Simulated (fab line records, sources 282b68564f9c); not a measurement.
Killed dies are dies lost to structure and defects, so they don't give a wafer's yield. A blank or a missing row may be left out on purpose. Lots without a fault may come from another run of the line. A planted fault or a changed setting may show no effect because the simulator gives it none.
fab line records | flow rit_cmos
record lots=15 wafers=45 last_day=7
route steps=202 shown PSD@151 M1@202
lots that met no fault: from a run of the same line without faults
start_h: hours from the record's first day to the start of the lot's first wafer shown | wait_h: hours since the lot's step before | " the same as in the row above | L1.1+2: a row that stands for several wafers | - no value, or no start given | * or withheld: withheld | < > ~ a bound
route shown NAME@n: a module of which the file shows steps, and the number in the route of the first | usual: mean/standard deviation of fault-free wafers | same: alike in all rows | chamber/n: place in a boat | sites: the reading at each site | _std_site: their standard deviation | _edge_site: outer sites' mean less inner sites' | radius_mm: how far each site lies from the wafer's centre | mask NAME#n: copy n | behind: the tool/chamber that last shaped the wafer | hold: why the lot was held/for how many hours/how that ended | device: the transistor (n, p or np) that didn't switch | end of line: the same wafers' tests at the end of the route | a step without rows: its recipe alone | killed: dies lost to structure and defects at the first sort, not the wafer's yield | map: a wafer's dies, x killed, . not, _ none there
set.NAME: the setting as run; set.NAME@STEP: as run at that earlier step | model.NAME: the simulator's own value behind a step, which no gauge read
steps of the route over a sample of lots; a table a step, a row a wafer
services: from which hour (start_h, from the record's first day; less than 0 if before it) a tool's chamber was out of use, for how many hours, and why
## steps
# step RIT_PSD_STRIP_09
# recipe chemistry=O2 time_s=180 resist=NOVOLAK platen_temp_c=withheld power_w=500 pressure_mtorr=4000 o2_flow_sccm=4000
# usual chamber_pressure_mTorr=4000/3.5 drypump_motor_current_A=5.4/0.5
# columns lot.wafer tool chamber start_h wait_h chamber_pressure_mTorr drypump_motor_current_A rf_hours_counter_h
L953.1 plasma_asher-01 0 52.38 0.1 4000 4.6 40
L953.4 " 1 " " 4005 6.0 -
L953.6 " 1 " " 4002 5.9 -
L954.2 plasma_asher-03 1 59.21 0.1 3999 5.5 41
L954.4 " 1 " " 4001 5.5 -
L954.6 " 0 " " 4002 5.7 -
L955.1 plasma_asher-01 0 65.86 0.1 - - -
L955.3 " 1 " " - - -
L955.4 " 0 " " - - -
L956.1 plasma_asher-03 0 68.78 0.1 - - -
L956.4 " 1 " " - - -
L956.6 " 1 " " - - -
L957.3 plasma_asher-03 1 73.66 0.1 - - -
L957.4 " 0 " " - - -
L957.6 " 1 " " - - -
L958.3 plasma_asher-03 1 80.56 0.1 3998 5.5 -
L958.4 " 0 " " 4001 5.7 -
L958.6 " 0 " " 4003 5.7 -
L959.1 plasma_asher-01 0 82.44 0.1 3996 4.6 43
L959.2 " 1 " " 4001 6.0 43
L959.6 " 0 " " 3995 4.6 -
L966.1 plasma_asher-01 1 120.31 0.1 4003 5.9 48
L966.3 " 0 " " 4001 4.7 -
L966.5 " 1 " " 4003 6.0 -
L967.2 plasma_asher-01 0 124.34 0.1 3992 4.7 49
L967.4 " 0 " " 4002 4.6 -
L967.6 " 1 " " 4006 6.0 -
L970.2 plasma_asher-02 0 138.02 0.1 4002 5.0 3
L970.3 " 1 " " 4001 6.0 -
L970.6 " 0 " " 4003 5.0 -
L972.3 plasma_asher-01 0 147.52 0.1 3995 4.7 -
L972.4 " 1 " " 4002 6.0 -
L972.6 " 0 " " 3995 4.7 -
L973.1 plasma_asher-02 0 154.04 0.1 4000 5.0 5
L973.2 " 1 " " 3993 6.0 5
L973.4 " 1 " " 3995 6.0 -
L974.1 plasma_asher-03 0 155.97 0.1 4003 5.7 47
L974.5 " 1 " " 3995 5.5 -
L974.6 " 0 " " 4000 5.7 -
L975.2 plasma_asher-01 1 160.91 0.1 4000 6.0 54
L975.3 " 1 " " 4003 5.9 -
L975.4 " 0 " " 3996 4.6 -
L976.1 plasma_asher-03 1 167.13 0.1 4006 5.5 48
L976.2 " 0 " " 4000 5.7 48
L976.6 " 1 " " 3997 5.5 -
# step RIT_M1_PROBE_99
# usual killed_at_M0_to_M3=0.0/0.12 killed_at_contacts=0.1/0.34 killed_at_front_end=7.0/2.9 killed_dies=7.2/2.9 killed_on_rim=2.1/1.4 killed_open=3.6/1.9 killed_short=3.5/2.1
# same gross_dies=264 killed_at_M4_up=0 killed_at_back_side=0 killed_at_other=0
# columns lot.wafer tool chamber start_h wait_h killed_at_M0_to_M3 killed_at_contacts killed_at_front_end killed_dies killed_on_rim killed_open killed_short
L955.1 prober-02 - 73.78 0.1 0 0 264 264 70 6 3
L955.3 prober-02 - 73.88 0.2 0 0 264 264 70 5 2
L955.4 prober-02 - 73.93 0.2 0 0 264 264 70 3 2
L956.1 prober-01 - 77.00 0.1 0 0 264 264 70 4 5
L956.4 prober-01 - 77.15 0.2 0 0 264 264 70 5 3
L956.6 prober-01 - 77.25 0.2 0 0 264 264 70 5 8
L957.3 prober-01 - 81.98 0.2 0 0 264 264 70 4 2
L957.4 prober-01 - 82.03 0.2 0 0 264 264 70 2 4
L957.6 prober-01 - 82.13 0.2 0 0 264 264 70 4 7
L966.1 prober-02 - 128.71 0.1 0 0 6 6 1 6 0
L966.3 prober-02 - 128.81 0.2 0 0 6 6 2 4 2
L966.5 prober-02 - 128.91 0.2 0 0 5 5 1 4 1
L967.2 prober-02 - 132.77 0.1 0 0 4 4 0 1 3
L967.4 prober-02 - 132.87 0.2 0 1 3 4 0 2 2
L967.6 prober-02 - 132.97 0.2 0 0 5 5 2 0 5
L973.1 prober-01 - 162.16 0.1 0 0 8 8 4 6 2
L973.2 prober-01 - 162.21 0.1 0 1 4 5 2 3 2
L973.4 prober-01 - 162.31 0.2 0 0 4 4 1 2 2
# killed by level:class
L955.1 SDANNEAL:area_rta=255 GATE:geometric_particle:open=3 SILICIDE:geometric_particle:open=2 FOX1:geometric_particle:short=1 FOX2:geometric_particle:open=1 GATE:geometric_particle:short=1 SPACER:geometric_particle:short=1
L955.3 SDANNEAL:area_rta=257 GATE:geometric_particle:open=4 GATE:geometric_particle:short=1 SPACER:geometric_particle:open=1 SILICIDE:geometric_particle:short=1
L955.4 SDANNEAL:area_rta=259 FOX1:geometric_particle:open=2 GATE:geometric_particle:short=2 REOX:geometric_particle:open=1
L956.1 SDANNEAL:area_rta=255 SPACER:geometric_particle:open=2 SILICIDE:geometric_particle:short=2 FOX1:geometric_particle:short=1 FOX2:geometric_particle:open=1 GATE:geometric_particle:short=1 SPACER:geometric_particle:short=1 SILICIDE:geometric_particle:open=1
L956.4 SDANNEAL:area_rta=255 GATE:geometric_particle:open=2 FOX1:geometric_particle:short=1 FOX2:geometric_particle:open=1 FOX2:geometric_particle:short=1 GATE:geometric_particle:short=1 SPACER:geometric_particle:open=1 SILICIDE:geometric_particle:open=1
L956.6 SDANNEAL:area_rta=251 SPACER:geometric_particle:short=4 SILICIDE:geometric_particle:short=4 SILICIDE:geometric_particle:open=2 FOX1:geometric_particle:open=1 REOX:geometric_particle:open=1 SPACER:geometric_particle:open=1
L957.3 SDANNEAL:area_rta=258 GATE:geometric_particle:open=2 FOX1:geometric_particle:open=1 GATE:geometric_particle:short=1 REOX:geometric_particle:open=1 REOX:geometric_particle:short=1
L957.4 SDANNEAL:area_rta=258 REOX:geometric_particle:short=2 REOX:geometric_particle:open=2 FOX1:geometric_particle:short=1 GATE:geometric_particle:short=1
L957.6 SDANNEAL:area_rta=253 SILICIDE:geometric_particle:short=3 GATE:geometric_particle:short=2 REOX:geometric_particle:open=2 SILICIDE:geometric_particle:open=2 FOX1:geometric_particle:short=1 REOX:geometric_particle:short=1
L966.1 GATE:geometric_particle:open=5 SILICIDE:geometric_particle:open=1
L966.3 SPACER:geometric_particle:open=2 GATE:geometric_particle:open=1 GATE:geometric_particle:short=1 SILICIDE:geometric_particle:short=1 SILICIDE:geometric_particle:open=1
L966.5 GATE:geometric_particle:open=2 SILICIDE:geometric_particle:open=2 SPACER:geometric_particle:short=1
L967.2 FOX1:geometric_particle:short=1 GATE:geometric_particle:open=1 GATE:geometric_particle:short=1 REOX:geometric_particle:short=1
L967.4 GATE:geometric_particle:short=2 GATE:geometric_particle:open=1 CONTACT:geometric_particle:open=1
L967.6 FOX1:geometric_particle:short=2 GATE:geometric_particle:short=2 SPACER:geometric_particle:short=1
L973.1 FOX2:geometric_particle:open=2 ACTIVE:geometric_particle:open=1 FOX1:geometric_particle:short=1 GATE:geometric_particle:open=1 REOX:geometric_particle:open=1 SILICIDE:geometric_particle:open=1 SILICIDE:geometric_particle:short=1
L973.2 FOX1:geometric_particle:open=1 FOX2:geometric_particle:open=1 GATE:geometric_particle:open=1 REOX:geometric_particle:short=1 CONTACT:geometric_particle:short=1
L973.4 GATE:geometric_particle:short=1 GATE:geometric_particle:open=1 REOX:geometric_particle:short=1 REOX:geometric_particle:open=1
## services
# columns tool chamber start_h hours kind
plasma_asher-03 - 107.97 28.1 pm
plasma_asher-02 - 108.75 9.0 pm
plasma_asher-02 0 108.75 9.0 vent_cycle
plasma_asher-02 1 108.75 9.0 vent_cycle
plasma_asher-02 0 117.75 - clean
plasma_asher-02 1 117.75 - clean
plasma_asher-03 - 136.07 14.6 pm
plasma_asher-03 - 162.26 1.3 repair
## key
first_sign step=RIT_PSD_STRIP_09 reading=tool_record direction=missing
effect step=RIT_M1_PROBE_99 reading=killed_dies direction=up sigmas=89 usual=7.2 struck=264
more_kills_born_at RIT_SDANNEAL_RTA_03@rtp_anneal-02=1540 RIT_SDANNEAL_RTA_03@rtp_anneal-01=761
met_at RIT_PSD_STRIP_09
struck_lots L955,L956,L957
later_rows_left_out L955.1,L955.3,L955.4,L956.1,L956.4,L956.6,L957.3,L957.4,L957.6
tester_left_out L955,L956,L957
onset_between 59.21 65.86
fault kind=skipped_step_whole tool=plasma_asher-01,plasma_asher-03 chamber=- onset_h=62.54 steps=RIT_PSD_STRIP_09 scope=struck_lots_only
# tester_left_out: of these lots the tester's yield and bins aren't shown, on N5 and GAA mostly nor the transistor test; their killed dies are dies lost to structure and defects alone, not to doping, threshold or leakage, so they don't give the yield
# later_rows_left_out: the simulator's readings of these wafers behind a module that went badly wrong aren't trusted and aren't shown, but for the sort
